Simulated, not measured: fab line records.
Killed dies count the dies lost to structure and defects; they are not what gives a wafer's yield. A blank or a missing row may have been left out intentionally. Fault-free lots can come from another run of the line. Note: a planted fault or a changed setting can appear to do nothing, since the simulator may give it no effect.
Problem report in the 8D (eight disciplines) form, filled by code / flow ritCmos / the parts of the form that need people (team, actions taken, sign-off) are left out

## 1. WHAT WENT WRONG
On 3 wafers of 1 lot, killedAtFrontEnd at RIT_M1_PROBE_99 has a mean of 49.0; fault-free wafers read 7.1, standard deviation 3. That puts it +14 standard deviations away from the usual mean.
First observed at day 4 20:35: wafer L335.1, on prober-02. The record has a number at this step for 6 wafers belonging to 2 lots. By rule, "out" or "out of limits" means more than 4 standard deviations away from the usual mean. Any other wafer with a number is counted as sound.

## 2. WHAT THIS IS AND IS NOT
question=which readings at this step | is=killedAtFrontEnd, killedDies | is not=killed_at_M0_to_M3, killedAtContacts, killedOpen, killedShort
question=which lots | is=L335 | is not=L350
question=which wafers of those lots | is=all that have a number | is not=-
question=read on which tools | is=prober-02 | is not=prober-01
question=when | is=from day 4 20:35 | is not=up to then (0 sound wafers); but 3 sound wafers of L350 came after

## 3. THE SUSPECTS, EACH WITH WHAT RULES IT OUT
Counting: a tool at a process step up to the reading stays a suspect if it ran every lot that is out and no sound lot after the first of them.
- wetBench-03 at RIT_ACTIVE_CLEAN_16 (cleans in dHF, time 30 s): kept. It ran the lot that is out, L335 (day 3 02:30), and no sound lot after that.
- prober-02 at RIT_M1_PROBE_99: kept. It ran the lot that is out, L335 (day 4 20:35), and no sound lot after that. Its own killedAtFrontEnd, killedDies readings are out on those wafers.
Left after counting: wetBench-03 at RIT_ACTIVE_CLEAN_16, prober-02 at RIT_M1_PROBE_99.

## 4. THE CAUSE (what the simulator had put in)
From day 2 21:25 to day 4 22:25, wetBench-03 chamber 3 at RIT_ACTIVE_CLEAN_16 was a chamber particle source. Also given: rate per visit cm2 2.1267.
Of the 2 suspects that counting leaves, this tool is one.

## 5. SEQUENCE OF EFFECTS, ordered by route
Rows list readings where the struck wafers' mean (over those with a number) sits beyond 3 standard deviations from the usual. Readings are gone through only where the record gives a usual standard deviation; hours: the median, over the lots, of the time from a lot's start at the first step in this table giving one to that lot's start at this step; sigmas: the change measured in usual standard deviations.
hours=0; step=RIT_M1_PROBE_99; reading=killedAtFrontEnd; usual=7.1; on struck wafers=49.0; change=+41.9; sigmas=+14
hours=0; step=RIT_M1_PROBE_99; reading=killedDies; usual=7.3; on struck wafers=49.0; change=+41.7; sigmas=+14
The process steps in it:
- RIT_M1_PROBE_99

## 6. WHAT WOULD HAVE CAUGHT IT SOONER
47 hours passed between the start of the fault at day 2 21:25 and the first reading out of limits in this record, taken at day 4 20:35.
All the lots that are out (1) had begun RIT_ACTIVE_CLEAN_16 on wetBench-03 by day 4 20:35. Tool hold at that time: it would have spared none of them.
